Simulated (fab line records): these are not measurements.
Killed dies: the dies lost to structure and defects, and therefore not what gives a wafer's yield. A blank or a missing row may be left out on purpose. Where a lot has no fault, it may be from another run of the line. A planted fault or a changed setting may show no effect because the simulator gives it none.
A struck lot beside a sound one || flow berkeleyCmos170 || 15 steps out of a route of 331
Sound: the wafers L224.2, L224.3, L224.4. Struck: wafers L232.2, L232.4, L232.6. Last of all comes the cause.
Each step with rows lists, per side, the tool, then ch with its chambers, then its first start. Under that, the readings that differ: sound wafers || struck wafers || difference of the means || sigmas: that difference in standard deviations of wafers without a fault.
alike: readings with means less than 2 such deviations apart, plus words and numbers identical on both sides. not compared: withheld readings, readings lacking a value on some wafer, bounds such as >300 that could conceal the same value, and numbers that have no deviation in the record and whose values overlap.
The two part at a step that has a row with sigmas, a row that says differs or no value, or rows on one side only. Non-overlapping numbers with no deviation appear without sigmas and do not part them. Lack of a reading on every wafer of one side parts them only where that side has two or more wafers.

first, 2 steps without rows for these wafers: UCB170_NLDD_IMPLANT_08; UCB170_NLDD_IMPLANT_09.
UCB170_NLDD_STRIP_10: strips in O2.
  sound on plasmaAsher-03 ch 0,1, day 7 00:46; struck on plasmaAsher-01 ch 0,1, day 9 06:18
  alike: drypumpMotorCurrentA, oesProductAu, stripTimeToEndpointS
  not compared: rfHoursCounterH
UCB170_NLDD_TW_MEAS_11:
  struck on filmMetro-04, day 9 06:25; sound on filmMetro-04, day 7 00:52
  alike: NLDD_TW
then, 1 step without rows for these wafers: UCB170_NLDD_CLEAN_12 (cleans in SPM, time 600 s).
UCB170_SPACER_CVD_00: deposits SiO2 from TEOS/O2, target thk 376 nm, time 47 s.
  sound on pecvd-03 ch 1,2, day 7 01:08; struck on pecvd-03 ch 0,1,2, day 9 06:47
  alike: heaterPowerW
UCB170_SPACER_THK_MEAS_01:
  struck on filmMetro-02, day 9 06:50; sound on filmMetro-03, day 7 01:11
  alike: SPACER_TEOS_THK
then, 1 step without rows for these wafers: UCB170_SPACER_ANNEAL_02 (time 1800 s).
UCB170_SPACER_ETCHBACK_03: etches SiO2 in CHF3/CF4/Ar, stops on Si, target depth 376 nm, time 100 s.
  sound on rieDiel-02 ch 1,2,3, day 7 04:28; struck on rieDiel-01 ch 0,3, day 9 10:39
  alike: drypumpMotorCurrentA, oesProductAu, throttleValvePct
  not compared: rfHoursCounterH
then, 3 steps without rows for these wafers: UCB170_PSD_HMDS_00 (prime time 60 s); UCB170_PSD_COAT_01 (resist thk 900 nm); UCB170_PSD_SOFTBAKE_02 (time 60 s).
UCB170_PSD_EXPOSE_03: exposes mask PSELECT MOD, target cd 1200 nm.
  sound on krfScanner-02 ch 0, day 7 05:37; struck on krfScanner-01 ch 0, day 9 11:19
{"reading": "exposureDoseMJCm2", "sound": "31.41 31.38 31.32", "struck": "31.88 31.90 31.90", "difference": "+0.52", "sigmas": "+17"}
  alike: mask
following that, these wafers have no rows for 1 step: UCB170_PSD_PEB_04.
UCB170_M3_PROBE_99:
  the record has rows for the sound wafers here (prober-02, day 8 13:40) and none for the struck ones

## WHERE THEY PART
At UCB170_PSD_EXPOSE_03 first; at UCB170_M3_PROBE_99 last (within this record only).

WHY: what the simulator had put in
Process parameter drift: krfScanner-01, from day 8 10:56 on, at UCB170_PSD_EXPOSE_03. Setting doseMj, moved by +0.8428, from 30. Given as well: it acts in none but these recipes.
